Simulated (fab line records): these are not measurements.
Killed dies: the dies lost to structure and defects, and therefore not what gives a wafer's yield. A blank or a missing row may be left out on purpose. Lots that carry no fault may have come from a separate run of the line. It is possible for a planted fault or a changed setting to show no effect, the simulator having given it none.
fab line records | flow berkeley_cmos170
record lots=15 | wafers=45 | last_day=13
route steps=331 shown ACTIVE@66 PFIELD@82 NSD@197 SDANNEAL@204
lots untouched by any fault: they come from a run of this same line in which no faults occurred
start_h: start of the lot's first displayed wafer, in hours after the record's first day | wait_h: hours from the lot's prior step to this one | " as in the row above | L1.1+2: a single row standing in for several wafers | - no value, or no start given | * or withheld: withheld | < > ~ a bound
route shown NAME@n: a module of which the file shows steps, and the number in the route of the first | usual: mean and standard deviation over wafers with no fault | same: alike in all rows | chamber/n: place in a boat | sites: per-site readings | _std_site: their standard deviation | _edge_site: the outer-site mean with the inner-site mean subtracted | radius_mm: how far each site lies from the wafer's centre | mask NAME#n: copy n | behind: tool/chamber where the wafer was last shaped | hold: why the lot went on hold/how many hours it stayed there/how the hold came to an end | device: transistor that didn't switch, given as n, p or np | end of line: tests of these same wafers at the route's end | a step without rows: its recipe alone | killed: dies that structure and defects cost at the first sort, which is not the same as the wafer's yield | map: the dies of a wafer, with x for killed, . for not killed, _ for no die there
set.NAME: the setting the step ran with; set.NAME@STEP: the setting that earlier step ran with | model.NAME: the simulator's own value behind a step, which no gauge read
a sample of lots followed through the steps of the route, with each step as a table and each wafer as a row
services: the hour from which a tool's chamber was out of use, counted from the record's first day as start_h (under 0 if before that day), plus the number of hours and why
## steps
# step UCB170_ACTIVE_THK_MEAS_06
# recipe reads=Si3N4_of_ACTIVE_CVD_05
# usual ACTIVE_NITRIDE_THK=219.7/2.3
lot.wafer | tool          | chamber | start_h | wait_h | ACTIVE_NITRIDE_THK[nm]
L467.2    | film_metro-03 | -       | 92.23   | 0.0    | 217.7
L467.3    | "             | -       | "       | "      | 219.6
L467.6    | "             | -       | "       | "      | 218.7
L469.1    | film_metro-01 | -       | 99.38   | 0.0    | 220.1
L469.2    | "             | -       | "       | "      | 220.2
L469.6    | "             | -       | "       | "      | 219.9
L468.1    | film_metro-03 | -       | 104.80  | 0.0    | 222.1
L468.2    | "             | -       | "       | "      | 221.5
L468.5    | "             | -       | "       | "      | 219.8
L470.1    | film_metro-03 | -       | 104.86  | 0.1    | 217.6
L470.2    | "             | -       | "       | "      | 219.8
L470.3    | "             | -       | "       | "      | 217.5
L474.1    | film_metro-03 | -       | 133.26  | 0.0    | 220.4
L474.5    | "             | -       | "       | "      | 220.1
L474.6    | "             | -       | "       | "      | 219.6
L472.4    | film_metro-01 | -       | 133.29  | 0.0    | 219.5
L472.5    | "             | -       | "       | "      | 219.4
L472.6    | "             | -       | "       | "      | 218.7
L473.1    | film_metro-02 | -       | 133.32  | 0.1    | 222.0
L473.2    | "             | -       | "       | "      | 223.0
L473.4    | "             | -       | "       | "      | 221.2
L478.1    | film_metro-02 | -       | 149.04  | 0.0    | 221.7
L478.4    | "             | -       | "       | "      | 221.1
L478.5    | "             | -       | "       | "      | 221.7
L479.3    | film_metro-02 | -       | 160.09  | 0.1    | 221.0
L479.4    | "             | -       | "       | "      | 220.9
L479.6    | "             | -       | "       | "      | 220.1
L480.2    | film_metro-03 | -       | 160.14  | 0.1    | 221.7
L480.3    | "             | -       | "       | "      | 221.3
L480.5    | "             | -       | "       | "      | 220.6
L482.1    | film_metro-03 | -       | 175.57  | 0.0    | 223.2
L482.2    | "             | -       | "       | "      | 223.1
L482.3    | "             | -       | "       | "      | 225.4
L484.1    | film_metro-03 | -       | 184.79  | 0.0    | 222.3
L484.2    | "             | -       | "       | "      | 221.5
L484.5    | "             | -       | "       | "      | 220.3
L489.1    | film_metro-03 | -       | 202.25  | 0.0    | 213.1
L489.3    | "             | -       | "       | "      | 215.2
L489.5    | "             | -       | "       | "      | 215.3
L488.3    | film_metro-02 | -       | 202.27  | 0.0    | 215.9
L488.4    | "             | -       | "       | "      | 216.9
L488.5    | "             | -       | "       | "      | 218.0
L490.1    | film_metro-03 | -       | 202.31  | 0.1    | 215.6
L490.4    | "             | -       | "       | "      | 215.7
L490.5    | "             | -       | "       | "      | 215.6
# step UCB170_PFIELD_EXPOSE_03
# recipe mask_id=PFIELD | na=0.5 | sigma_outer=0.6 | source_shape=conventional | target_cd_nm=1500 | dose_mj=30
lot.wafer  | tool           | chamber | start_h | wait_h | mask
L467.2+3+6 | krf_scanner-02 | 0       | 96.57   | 0.2    | PFIELD#0
L469.1+2+6 | krf_scanner-02 | 0       | 101.49  | 0.1    | PFIELD#0
L470.1+2+3 | krf_scanner-01 | 0       | 107.72  | 0.2    | PFIELD#0
L468.1+2+5 | krf_scanner-01 | 0       | 107.83  | 0.3    | PFIELD#0
L472.4+5+6 | krf_scanner-01 | 0       | 138.25  | -      | PFIELD#0
L474.1+5+6 | krf_scanner-02 | 0       | 138.43  | -      | PFIELD#0
L473.1+2+4 | krf_scanner-01 | 0       | 138.68  | -      | PFIELD#0
L478.1+4+5 | krf_scanner-01 | 0       | 152.13  | 0.6    | PFIELD#0
L479.3+4+6 | krf_scanner-02 | 0       | 162.27  | 0.2    | PFIELD#0
L480.2+3+5 | krf_scanner-02 | 0       | 162.65  | 0.2    | PFIELD#0
L482.1+2+3 | krf_scanner-02 | 0       | 178.03  | 0.2    | PFIELD#0
L484.1+2+5 | krf_scanner-01 | 0       | 187.44  | 0.1    | PFIELD#0
L489.1+3+5 | krf_scanner-01 | 0       | 207.30  | 0.2    | PFIELD#0
L488.3+4+5 | krf_scanner-01 | 0       | 207.94  | 0.4    | PFIELD#0
L490.1+4+5 | krf_scanner-01 | 0       | 208.02  | 0.5    | PFIELD#0
# step UCB170_PFIELD_OVL_MEAS_06
# usual PFIELD_OVL=2/5.1
lot.wafer | tool       | chamber | start_h | wait_h | PFIELD_OVL[nm]
L467.2    | overlay-02 | -       | 96.95   | -      | 5
L467.3    | "          | -       | "       | "      | -8
L467.6    | "          | -       | "       | "      | 3
L469.1    | overlay-01 | -       | 101.93  | -      | -4
L469.2    | "          | -       | "       | "      | 4
L469.6    | "          | -       | "       | "      | 2
L470.1    | overlay-01 | -       | 108.42  | -      | 0
L470.2    | "          | -       | "       | "      | -8
L470.3    | "          | -       | "       | "      | -2
L468.1    | overlay-02 | -       | 108.62  | -      | 0
L468.2    | "          | -       | "       | "      | 4
L468.5    | "          | -       | "       | "      | -2
L472.4    | overlay-02 | -       | 139.99  | -      | -1
L472.5    | "          | -       | "       | "      | 0
L472.6    | "          | -       | "       | "      | 5
L474.1    | overlay-02 | -       | 140.15  | -      | -1
L474.5    | "          | -       | "       | "      | 3
L474.6    | "          | -       | "       | "      | 5
L473.1    | overlay-01 | -       | 140.25  | -      | 2
L473.2    | "          | -       | "       | "      | 4
L473.4    | "          | -       | "       | "      | -5
L478.1    | overlay-02 | -       | 152.55  | -      | 3
L478.4    | "          | -       | "       | "      | 7
L478.5    | "          | -       | "       | "      | -2
L479.3    | overlay-01 | -       | 162.94  | -      | 186
L479.4    | "          | -       | "       | "      | 187
L479.6    | "          | -       | "       | "      | 190
L480.2    | overlay-02 | -       | 163.54  | -      | 184
L480.3    | "          | -       | "       | "      | 182
L480.5    | "          | -       | "       | "      | 182
L482.1    | overlay-01 | -       | 178.43  | -      | 181
L482.2    | "          | -       | "       | "      | 188
L482.3    | "          | -       | "       | "      | 186
L484.1    | overlay-01 | -       | 187.83  | -      | 9
L484.2    | "          | -       | "       | "      | 9
L484.5    | "          | -       | "       | "      | 4
L489.1    | overlay-02 | -       | 207.90  | -      | 3
L489.3    | "          | -       | "       | "      | 2
L489.5    | "          | -       | "       | "      | 9
L490.1    | overlay-02 | -       | 209.08  | -      | -3
L490.4    | "          | -       | "       | "      | 9
L490.5    | "          | -       | "       | "      | -1
L488.3    | overlay-01 | -       | 209.09  | -      | 4
L488.4    | "          | -       | "       | "      | 3
L488.5    | "          | -       | "       | "      | 5
# step UCB170_NSD_TW_MEAS_10
# usual NSD_TW=4188/32
lot.wafer | tool          | chamber | start_h | wait_h | NSD_TW
L468.1    | film_metro-02 | -       | 170.29  | 0.1    | 4157
L468.2    | "             | -       | "       | "      | 4128
L468.5    | "             | -       | "       | "      | 4131
L469.1    | film_metro-03 | -       | 170.29  | 0.1    | 4215
L469.2    | "             | -       | "       | "      | 4223
L469.6    | "             | -       | "       | "      | 4217
L467.2    | film_metro-03 | -       | 170.58  | 0.1    | 4190
L467.3    | "             | -       | "       | "      | 4195
L467.6    | "             | -       | "       | "      | 4202
L470.1    | film_metro-01 | -       | 170.84  | 0.1    | 4192
L470.2    | "             | -       | "       | "      | 4189
L470.3    | "             | -       | "       | "      | 4213
L474.1    | film_metro-01 | -       | 211.57  | 0.1    | 4204
L474.5    | "             | -       | "       | "      | 4199
L474.6    | "             | -       | "       | "      | 4188
L473.1    | film_metro-03 | -       | 211.85  | 0.1    | 4219
L473.2    | "             | -       | "       | "      | 4213
L473.4    | "             | -       | "       | "      | 4214
L472.4    | film_metro-01 | -       | 212.24  | 0.1    | 4174
L472.5    | "             | -       | "       | "      | 4186
L472.6    | "             | -       | "       | "      | 4180
L478.1    | film_metro-01 | -       | 227.18  | 0.1    | 4199
L478.4    | "             | -       | "       | "      | 4215
L478.5    | "             | -       | "       | "      | 4202
L480.2    | film_metro-01 | -       | 244.71  | 0.1    | 4207
L480.3    | "             | -       | "       | "      | 4172
L480.5    | "             | -       | "       | "      | 4175
L479.3    | film_metro-02 | -       | 245.00  | 0.1    | 4167
L479.4    | "             | -       | "       | "      | 4170
L479.6    | "             | -       | "       | "      | 4165
L482.1    | film_metro-01 | -       | 258.99  | 0.1    | 4167
L482.2    | "             | -       | "       | "      | 4156
L482.3    | "             | -       | "       | "      | 4179
L484.1    | film_metro-01 | -       | 263.36  | 0.1    | 4208
L484.2    | "             | -       | "       | "      | 4158
L484.5    | "             | -       | "       | "      | 4158
L488.3    | film_metro-03 | -       | 281.74  | 0.1    | 4189
L488.4    | "             | -       | "       | "      | 4205
L488.5    | "             | -       | "       | "      | 4206
L489.1    | film_metro-03 | -       | 282.14  | 0.1    | 4240
L489.3    | "             | -       | "       | "      | 4225
L489.5    | "             | -       | "       | "      | 4235
L490.1    | film_metro-02 | -       | 282.29  | 0.1    | 4127
L490.4    | "             | -       | "       | "      | 4127
L490.5    | "             | -       | "       | "      | 4111
# step UCB170_SDANNEAL_RTA_00
# recipe temp_c=900 | time_s=10 | ambient=N2
# usual lamp_power_pct=24.4/1.4 | wafer_temp_C_max=904.2/1.4
lot.wafer | tool          | chamber | start_h | wait_h | lamp_power_pct | wafer_temp_C_max
L468.1    | rtp_anneal-02 | 0       | 171.27  | 0.0    | 23.0           | 903.5
L468.2    | "             | 0       | "       | "      | 23.0           | 905.6
L468.5    | "             | 0       | "       | "      | 23.0           | 905.1
L469.1    | rtp_anneal-01 | 0       | 171.27  | 0.0    | 25.8           | 902.5
L469.2    | "             | 0       | "       | "      | 25.7           | 903.4
L469.6    | "             | 0       | "       | "      | 25.8           | 902.8
L467.2    | rtp_anneal-01 | 0       | 171.93  | 0.0    | 25.8           | 903.2
L467.3    | "             | 0       | "       | "      | 25.8           | 902.6
L467.6    | "             | 0       | "       | "      | 25.8           | 903.3
L470.1    | rtp_anneal-01 | 0       | 172.17  | 0.0    | 25.7           | 903.2
L470.2    | "             | 0       | "       | "      | 25.8           | 903.2
L470.3    | "             | 0       | "       | "      | 25.7           | 904.1
L474.1    | rtp_anneal-02 | 0       | 212.53  | 0.0    | 23.0           | 906.6
L474.5    | "             | 0       | "       | "      | 23.0           | 903.9
L474.6    | "             | 0       | "       | "      | 23.0           | 905.8
L473.1    | rtp_anneal-01 | 0       | 212.83  | 0.0    | 25.8           | 902.4
L473.2    | "             | 0       | "       | "      | 25.8           | 903.7
L473.4    | "             | 0       | "       | "      | 25.8           | 903.2
L472.4    | rtp_anneal-02 | 0       | 213.46  | 0.0    | 23.0           | 905.9
L472.5    | "             | 0       | "       | "      | 23.0           | 904.4
L472.6    | "             | 0       | "       | "      | 22.9           | 905.3
L478.1    | rtp_anneal-02 | 0       | 228.23  | 0.0    | 23.0           | 904.2
L478.4    | "             | 0       | "       | "      | 23.0           | 905.7
L478.5    | "             | 0       | "       | "      | 23.0           | 905.0
L480.2    | rtp_anneal-02 | 0       | 246.03  | 0.0    | 23.0           | 906.5
L480.3    | "             | 0       | "       | "      | 23.0           | 906.2
L480.5    | "             | 0       | "       | "      | 22.9           | 904.8
L479.3    | rtp_anneal-01 | 0       | 247.22  | 0.0    | 25.8           | 902.7
L479.4    | "             | 0       | "       | "      | 25.8           | 903.5
L479.6    | "             | 0       | "       | "      | 25.8           | 902.4
L482.1    | rtp_anneal-01 | 0       | 260.03  | 0.0    | 25.7           | 903.7
L482.2    | "             | 0       | "       | "      | 25.8           | 904.4
L482.3    | "             | 0       | "       | "      | 25.8           | 903.6
L484.1    | rtp_anneal-02 | 0       | 264.98  | 0.0    | 23.0           | 904.8
L484.2    | "             | 0       | "       | "      | 23.0           | 904.2
L484.5    | "             | 0       | "       | "      | 23.0           | 904.9
L488.3    | rtp_anneal-01 | 0       | 282.93  | 0.0    | 25.8           | 902.6
L488.4    | "             | 0       | "       | "      | 25.8           | 902.7
L488.5    | "             | 0       | "       | "      | 25.8           | 903.9
L489.1    | rtp_anneal-01 | 0       | 283.34  | 0.0    | 25.8           | 903.6
L489.3    | "             | 0       | "       | "      | 25.8           | 904.1
L489.5    | "             | 0       | "       | "      | 25.8           | 903.1
L490.1    | rtp_anneal-02 | 0       | 283.61  | 0.0    | 23.0           | 904.3
L490.4    | "             | 0       | "       | "      | 23.0           | 906.1
L490.5    | "             | 0       | "       | "      | 23.0           | 905.9
## services
tool           | chamber | start_h | hours | kind
krf_scanner-01 | -       | 108.09  | 1.0   | pm
krf_scanner-01 | -       | 125.09  | 1.0   | pm
krf_scanner-02 | -       | 134.66  | 1.0   | pm
krf_scanner-01 | -       | 135.66  | 1.3   | pm
krf_scanner-01 | 0       | 172.26  | -     | calibration
krf_scanner-02 | -       | 177.02  | 0.8   | pm
rtp_anneal-02  | -       | 177.88  | 4.3   | pm
krf_scanner-01 | -       | 182.63  | 3.0   | pm
krf_scanner-01 | -       | 193.91  | 0.8   | pm
krf_scanner-02 | 0       | 202.26  | -     | calibration
krf_scanner-02 | -       | 232.45  | 1.3   | pm
krf_scanner-02 | -       | 234.74  | 0.3   | repair
## key
first_sign step=UCB170_PFIELD_OVL_MEAS_06 | reading=PFIELD_OVL | direction=up | sigmas=36 | usual=2 | struck=185
effect none on later readings
met_at UCB170_PFIELD_EXPOSE_03
struck_lots L479,L480,L482
tester_left_out L479,L480,L482
not_acting_at UCB170_ACTIVE_THK_MEAS_06,UCB170_NSD_TW_MEAS_10,UCB170_SDANNEAL_RTA_00
onset_between 138.43 162.27
fault kind=scanner_matching_overlay | tool=krf_scanner-02 | chamber=- | onset_h=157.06 | steps=UCB170_PFIELD_EXPOSE_03 | offset=180
# tester_left_out: of these lots the tester's yield and bins aren't shown, on N5 and GAA mostly nor the transistor test; their killed dies are dies lost to structure and defects alone, not to doping, threshold or leakage, so they don't give the yield
